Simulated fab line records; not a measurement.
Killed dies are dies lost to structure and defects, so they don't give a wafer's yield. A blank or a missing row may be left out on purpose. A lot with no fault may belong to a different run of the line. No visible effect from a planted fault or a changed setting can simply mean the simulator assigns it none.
Problem report, 8D (eight disciplines) form, completed by code + flow rit_cmos + the parts of the form that need people (team, actions taken, sign-off) are left out

## 1. THE PROBLEM
Wafers without a fault read 140.01 C, standard deviation 0.14; prime_temp_c at RIT_PSD_HMDS_00 reads a mean of 143.31 C on 6 wafers belonging to 2 lots. Relative to the usual mean, that is a shift of +24 standard deviations.
The step: prime time 60 s.
The first sign was on wafer L974.2 at day 5 08:00, on litho_track-04. Wafers with a number at this step in the record: 42, from 14 lots. The rule behind "out" and "out of limits": a value lying over 4 standard deviations away from the usual mean. All remaining wafers that have a number are taken as sound.

## 2. WHAT IT IS, AND WHAT IT ISN'T
| question                    | is                     | is not                                                                                             |
|-----------------------------|------------------------|----------------------------------------------------------------------------------------------------|
| which readings at this step | prime_temp_c           | resist_line_temp_C                                                                                 |
| which lots                  | L974, L978             | L965, L966, L967, L968, L970, L972, L976, L984, L985, L986, L987, L988                             |
| which wafers of those lots  | all that have a number | -                                                                                                  |
| read on which tools         | litho_track-04         | litho_track-01, litho_track-02                                                                     |
| when                        | from day 5 08:00       | up to then (18 sound wafers); but 18 sound wafers of L976, L984, L985, L986, L987, L988 came after |

## 3. SUSPECTS, AND WHAT RULES EACH OUT
Counting: a tool at any process step up to the reading remains a suspect when it ran all the lots that are out and ran no sound lot after the first of those.
- litho_track-04 at RIT_PSD_HMDS_00 (prime time 60 s): kept. It processed each lot that is out, first L974 at day 5 08:00, and no sound lot thereafter; up to then, the last sound lot it processed was L972 at day 4 20:05. On those wafers its own readings are out: prime_temp_c.
Left after counting: litho_track-04 at RIT_PSD_HMDS_00.

## 4. THE CAUSE (what the simulator had put in)
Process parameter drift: litho_track-04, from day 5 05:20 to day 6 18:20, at RIT_PSD_HMDS_00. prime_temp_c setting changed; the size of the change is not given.
Counting left only this tool.

## 5. THE EFFECT CHAIN, in route order
Rows list readings where the struck wafers' mean (over those with a number) sits beyond 3 standard deviations from the usual. Scope: only readings with a usual standard deviation given in the record; hours: median across lots of the time from each lot's start at the first step in this table that gives one to its start at this step; sigmas: change in usual standard deviations.
| hours | step            | reading      | usual    | on struck wafers | change | sigmas |
|-------|-----------------|--------------|----------|------------------|--------|--------|
| 0     | RIT_PSD_HMDS_00 | prime_temp_c | 140.01 C | 143.31           | +3.30  | +24    |
Here are the process steps it includes:
- RIT_PSD_HMDS_00: prime time 60 s.

## 6. HOW IT WOULD HAVE BEEN CAUGHT EARLIER
3 hours passed between the start of the fault at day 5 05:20 and the first reading out of limits in this record, taken at day 5 08:00.
